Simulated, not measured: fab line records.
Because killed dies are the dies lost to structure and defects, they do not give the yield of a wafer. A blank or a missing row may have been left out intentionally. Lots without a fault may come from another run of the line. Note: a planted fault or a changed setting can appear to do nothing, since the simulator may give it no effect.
fab line records -- flow rit_cmos -- part 2 of 2: steps 36 to 50 of 50
record: lots: 5, wafers: 15, last_day: 7
route steps=202 shown NRETRO@60 PRETRO@64 GATE@75 FOX2@80 REOX@98 NLDD@103
lots that met no fault: from a run of the same line without faults
start_h: start of the lot's first displayed wafer, in hours after the record's first day -- wait_h: hours elapsed since this lot's preceding step -- " repeats the value in the row above -- L1.1+2: a row that stands for several wafers -- - no value present, or no start provided -- * or withheld: withheld -- < > ~ a bound
route shown NAME@n: NAME is a module with steps in the file, n the number in the route of the first one -- usual: mean and standard deviation over wafers with no fault -- same: alike in all rows -- chamber/n: place in a boat -- sites: per-site readings -- _std_site: how widely they spread, as a standard deviation -- _edge_site: the outer-site mean with the inner-site mean subtracted -- radius_mm: how far each site lies from the wafer's centre -- mask NAME#n: copy n -- behind: the most recent tool/chamber to have shaped the wafer -- hold: what put the lot on hold/how long, in hours/how the hold closed -- device: the n, p or np transistor that did not switch -- end of line: the route-end tests of the same wafers -- for a step that has no rows: nothing shown but its recipe -- killed: the dies lost at the first sort to structure and to defects; this is not the yield of the wafer -- map: a wafer's dies, marking killed ones x, the rest . and places with no die _
set.NAME: the setting the step ran with; set.NAME@STEP: the setting that earlier step ran with -- model.NAME: the simulator's own value behind a step, which no gauge read
a table for each step, a row for each wafer; lots at some steps of the route
services: the hour from which a tool's chamber was out of use, counted from the record's first day as start_h (under 0 if before that day), plus the number of hours and why
== steps ==
step: RIT_GATE_ETCH_19
recipe: chemistry: SF6/CHF3/O2, time_s: 165, SF6_flow_sccm: 30, CHF3_flow_sccm: 30, O2_flow_sccm: 5, target: poly-Si, pressure_mtorr: 40, rf_w: 160, target_depth_a: 3125, over_etch_frac: 0.25, stop_on: SiO2
usual: SF6_flow_sccm: 30.00/0.094, drypump_motor_current_A: 5.50/0.2, oes_product_au: 0.851/0.013, throttle_valve_pct: 10.22/0.14
lot.wafer,tool,chamber,start_h,wait_h,SF6_flow_sccm,drypump_motor_current_A,oes_product_au,rf_hours_counter_h,throttle_valve_pct
L078.1,rie_si-01,0,61.72,0.1,29.98,5.11,0.856,127,10.16
L078.3,rie_si-01,1,61.72,0.1,30.11,5.77,0.861,49,9.95
L078.4,rie_si-01,2,61.72,0.1,29.87,5.50,0.856,130,10.34
L086.3,rie_si-01,0,99.41,0.1,29.98,5.11,0.850,127,10.15
L086.4,rie_si-01,3,99.41,0.1,30.00,5.51,0.828,7,10.21
L086.5,rie_si-01,0,99.41,0.1,29.99,5.09,0.841,-,10.16
L087.1,rie_si-02,0,103.01,0.1,30.01,5.79,0.873,149,10.25
L087.4,rie_si-02,2,103.01,0.1,29.97,5.41,0.879,1,10.14
L087.6,rie_si-02,3,103.01,0.1,30.14,5.32,0.846,-,10.41
L090.1,rie_si-01,3,116.63,0.1,30.07,5.53,0.843,7,10.21
L090.3,rie_si-01,1,116.63,0.1,29.88,5.75,0.848,49,9.95
L090.4,rie_si-01,2,116.63,0.1,29.96,5.50,0.855,130,10.34
L095.1,rie_si-02,1,143.43,0.1,30.05,5.62,0.834,143,10.21
L095.3,rie_si-02,0,143.43,0.1,29.92,5.81,0.850,0,10.25
L095.6,rie_si-02,1,143.43,0.1,30.13,5.61,0.850,-,10.22
step: RIT_GATE_STRIP_20
recipe: chemistry: O2, time_s: 180, resist: NOVOLAK, platen_temp_c: withheld, power_w: 500, pressure_mtorr: 4000, o2_flow_sccm: 4000
usual: drypump_motor_current_A: 6.0/0.39
lot.wafer,tool,chamber,start_h,wait_h,drypump_motor_current_A,rf_hours_counter_h
L078.1,plasma_asher-03,1,61.83,0.1,5.6,39
L078.3,plasma_asher-03,1,61.83,0.1,5.6,-
L078.4,plasma_asher-03,0,61.83,0.1,6.5,-
L086.3,plasma_asher-03,0,99.58,0.1,6.4,-
L086.4,plasma_asher-03,1,99.58,0.1,5.6,-
L086.5,plasma_asher-03,0,99.58,0.1,6.5,-
L087.1,plasma_asher-04,0,103.11,0.1,6.0,46
L087.4,plasma_asher-04,1,103.11,0.1,5.4,-
L087.6,plasma_asher-04,1,103.11,0.1,5.4,-
L090.1,plasma_asher-02,0,116.73,0.1,6.1,34
L090.3,plasma_asher-02,1,116.73,0.1,6.4,-
L090.4,plasma_asher-02,0,116.73,0.1,6.1,-
L095.1,plasma_asher-03,1,143.53,0.1,5.6,49
L095.3,plasma_asher-03,0,143.53,0.1,6.5,-
L095.6,plasma_asher-03,1,143.53,0.1,5.6,-
step: RIT_GATE_CD_MEAS_90
recipe: target_cd_nm: 150
usual: cd_nm: 150.6/2
lot.wafer,tool,chamber,start_h,wait_h,cd_nm
L078.1,cd_sem-01,-,62.01,0.1,149.8
L078.3,cd_sem-01,-,62.01,0.1,151.0
L078.4,cd_sem-01,-,62.01,0.1,151.4
L086.3,cd_sem-01,-,99.73,0.1,149.8
L086.4,cd_sem-01,-,99.73,0.1,148.4
L086.5,cd_sem-01,-,99.73,0.1,151.5
L087.1,cd_sem-02,-,103.29,0.1,153.9
L087.4,cd_sem-02,-,103.29,0.1,151.3
L087.6,cd_sem-02,-,103.29,0.1,152.3
L090.1,cd_sem-02,-,116.91,0.1,146.1
L090.3,cd_sem-02,-,116.91,0.1,147.3
L090.4,cd_sem-02,-,116.91,0.1,146.5
L095.1,cd_sem-01,-,143.71,0.1,153.0
L095.3,cd_sem-01,-,143.71,0.1,154.6
L095.6,cd_sem-01,-,143.71,0.1,154.0
step: RIT_REOX_CLEAN_00
recipe: chemistry: SC1, mix: 3:3:50, time_s: 600, temp_c: 75
lot.wafer,tool,chamber,start_h,wait_h
L078.1+3+4,wet_bench-02,0,62.13,0.1
L086.3+4+5,wet_bench-02,2,99.81,0.1
L087.1+4+6,wet_bench-01,3,103.41,0.1
L090.1+3+4,wet_bench-01,1,117.03,0.1
L095.1+3+6,wet_bench-04,3,143.83,0.1
step: RIT_REOX_CLEAN_01
recipe: chemistry: dHF, dilution: 50:1, time_s: 30
lot.wafer,tool,chamber,start_h,wait_h
L078.1+3+4,wet_bench-01,0,62.30,0.0
L086.3+4+5,wet_bench-04,0,99.99,0.0
L087.1+4+6,wet_bench-02,2,103.79,0.0
L090.1+3+4,wet_bench-02,0,117.38,0.0
L095.1+3+6,wet_bench-02,1,144.02,0.0
step: RIT_REOX_CLEAN_02
recipe: chemistry: SC2, mix: 3:3:50, time_s: 600, temp_c: 75, dry: n2_spin
lot.wafer,tool,chamber,start_h,wait_h
L078.1+3+4,wet_bench-02,1,62.32,0.0
L086.3+4+5,wet_bench-02,2,100.00,0.0
L087.1+4+6,wet_bench-04,1,103.81,0.0
L090.1+3+4,wet_bench-04,1,117.40,0.0
L095.1+3+6,wet_bench-01,1,144.04,0.0
step: RIT_REOX_OXIDATION_03
recipe: temp_c: 900, ambient: O2, target_thk_a: 252, ox_time_s: 5580
same: ox_time_s: 5580
lot.wafer,tool,chamber,start_h,wait_h
L078.1+3+4,furnace-04,0,62.56,0.1
L086.3+4+5,furnace-04,0,101.33,1.2
L087.1+4+6,furnace-04,0,103.98,0.0
L090.1+3+4,furnace-01,0,117.75,0.0
L095.1+3+6,furnace-04,0,144.39,0.0
step: RIT_REOX_THK_MEAS_04
recipe: reads: SiO2_of_REOX_OXIDATION_03
usual: REOX_OXIDE_THK: 25.2/0.45
lot.wafer,tool,chamber,start_h,wait_h,REOX_OXIDE_THK[nm]
L078.1,film_metro-01,-,65.11,0.0,25.9
L078.3,film_metro-01,-,65.11,0.0,25.7
L078.4,film_metro-01,-,65.11,0.0,25.9
L086.3,film_metro-04,-,103.90,0.0,25.1
L086.4,film_metro-04,-,103.90,0.0,25.0
L086.5,film_metro-04,-,103.90,0.0,24.9
L087.1,film_metro-01,-,106.53,0.0,25.1
L087.4,film_metro-01,-,106.53,0.0,25.3
L087.6,film_metro-01,-,106.53,0.0,25.5
L090.1,film_metro-04,-,120.30,0.0,24.9
L090.3,film_metro-04,-,120.30,0.0,24.9
L090.4,film_metro-04,-,120.30,0.0,24.2
L095.1,film_metro-01,-,146.94,0.0,25.7
L095.3,film_metro-01,-,146.94,0.0,25.7
L095.6,film_metro-01,-,146.94,0.0,25.8
step: RIT_NLDD_HMDS_00
recipe: prime_time_s: 60, prime_temp_c: 140
lot.wafer,tool,chamber,start_h,wait_h
L078.1+3+4,litho_track-02,0,65.17,0.1
L086.3+4+5,litho_track-03,0,103.99,0.1
L087.1+4+6,litho_track-04,0,106.59,0.1
L090.1+3+4,litho_track-03,0,120.36,0.1
L095.1+3+6,litho_track-04,0,147.00,0.1
step: RIT_NLDD_COAT_01
recipe: resist: NOVOLAK, spin_rpm: 3250, resist_thk_nm: 1000
lot.wafer,tool,chamber,start_h,wait_h
L078.1+3+4,litho_track-02,0,65.32,0.1
L086.3+4+5,litho_track-03,0,104.14,0.1
L087.1+4+6,litho_track-04,0,106.74,0.1
L090.1+3+4,litho_track-03,0,120.51,0.1
L095.1+3+6,litho_track-04,0,147.15,0.1
step: RIT_NLDD_SOFTBAKE_02
recipe: resist: NOVOLAK, temp_c: 90, time_s: 60
lot.wafer,tool,chamber,start_h,wait_h
L078.1+3+4,litho_track-02,0,65.47,0.1
L086.3+4+5,litho_track-03,0,104.29,0.1
L087.1+4+6,litho_track-04,0,106.89,0.1
L090.1+3+4,litho_track-03,0,120.66,0.1
L095.1+3+6,litho_track-04,0,147.30,0.1
step: RIT_NLDD_EXPOSE_03
recipe: mask_id: M7, na: 0.57, target_cd_nm: 40700, dose_mj: 250
usual: stage_vel_mm_s: 499.98/0.22
lot.wafer,tool,chamber,start_h,wait_h,mask,stage_vel_mm_s
L078.1,iline_stepper-01,0,65.74,0.2,M7#0,500.34
L078.3,iline_stepper-01,0,65.74,0.2,M7#0,499.89
L078.4,iline_stepper-01,0,65.74,0.2,M7#0,500.12
L086.3,iline_stepper-01,0,104.56,0.2,M7#0,500.25
L086.4,iline_stepper-01,0,104.56,0.2,M7#0,500.26
L086.5,iline_stepper-01,0,104.56,0.2,M7#0,500.39
L087.1,iline_stepper-01,0,107.04,0.1,M7#0,500.09
L087.4,iline_stepper-01,0,107.04,0.1,M7#0,500.24
L087.6,iline_stepper-01,0,107.04,0.1,M7#0,499.89
L090.1,iline_stepper-01,0,120.93,0.2,M7#0,499.93
L090.3,iline_stepper-01,0,120.93,0.2,M7#0,500.09
L090.4,iline_stepper-01,0,120.93,0.2,M7#0,499.77
L095.1,iline_stepper-02,0,147.45,0.1,M7#0,499.82
L095.3,iline_stepper-02,0,147.45,0.1,M7#0,499.36
L095.6,iline_stepper-02,0,147.45,0.1,M7#0,499.65
step: RIT_NLDD_PEB_04
recipe: resist: NOVOLAK, temp_c: withheld, time_s: withheld
lot.wafer,tool,chamber,start_h,wait_h
L078.1+3+4,litho_track-02,0,65.86,0.1
L086.3+4+5,litho_track-02,0,104.68,0.1
L087.1+4+6,litho_track-04,0,107.16,0.1
L090.1+3+4,litho_track-03,0,121.05,0.1
L095.1+3+6,litho_track-02,0,147.56,0.1
step: RIT_NLDD_DEVELOP_05
recipe: resist: NOVOLAK, develop_time_s: 50, dev_temp_c: 23
lot.wafer,tool,chamber,start_h,wait_h
L078.1+3+4,litho_track-02,0,-,-
L086.3+4+5,litho_track-02,0,-,-
L087.1+4+6,litho_track-04,0,-,-
L090.1+3+4,litho_track-03,0,-,-
L095.1+3+6,litho_track-02,0,-,-
step: RIT_NLDD_OVL_MEAS_06
usual: NLDD_OVL: 0.2/1.5
lot.wafer,tool,chamber,start_h,wait_h,NLDD_OVL[nm]
L078.1,overlay-01,-,66.14,-,1.9
L078.3,overlay-01,-,66.14,-,2.2
L078.4,overlay-01,-,66.14,-,3.3
L086.3,overlay-02,-,104.93,-,-0.8
L086.4,overlay-02,-,104.93,-,-1.4
L086.5,overlay-02,-,104.93,-,-1.4
L087.1,overlay-02,-,107.44,-,-0.1
L087.4,overlay-02,-,107.44,-,0.2
L087.6,overlay-02,-,107.44,-,1.8
L090.1,overlay-01,-,121.33,-,1.1
L090.3,overlay-01,-,121.33,-,2.0
L090.4,overlay-01,-,121.33,-,2.5
L095.1,overlay-02,-,147.85,-,-2.1
L095.3,overlay-02,-,147.85,-,-0.4
L095.6,overlay-02,-,147.85,-,0.3
== services ==
tool,chamber,start_h,hours,kind
furnace-02,-,33.84,4.1,pm
wet_bench-01,-,40.80,1.9,pm
lpcvd-02,-,47.39,16.1,repair
implanter-01,-,53.08,16.3,pm
furnace-04,-,58.82,3.7,pm
rie_si-02,0,67.45,2.5,repair
implanter-03,-,69.36,92.4,pm
rie_si-02,2,72.35,3.4,repair
furnace-01,-,82.05,3.0,pm
iline_stepper-01,0,82.56,-,calibration
furnace-01,-,97.15,4.4,pm
plasma_asher-03,-,99.70,4.1,repair
plasma_asher-04,-,108.75,9.0,pm
plasma_asher-04,0,108.75,9.0,vent_cycle
plasma_asher-04,1,108.75,9.0,vent_cycle
plasma_asher-01,-,112.34,9.9,pm
lpcvd-01,-,113.53,14.6,pm
rie_si-02,0,116.19,-,clean
rie_si-02,0,116.19,20.9,scheduled_down
rie_si-02,0,116.19,20.9,vent_cycle
iline_stepper-02,-,124.47,1.7,pm
implanter-01,-,133.72,1.7,repair
implanter-01,-,141.19,3.8,repair
iline_stepper-01,-,145.82,2.1,pm
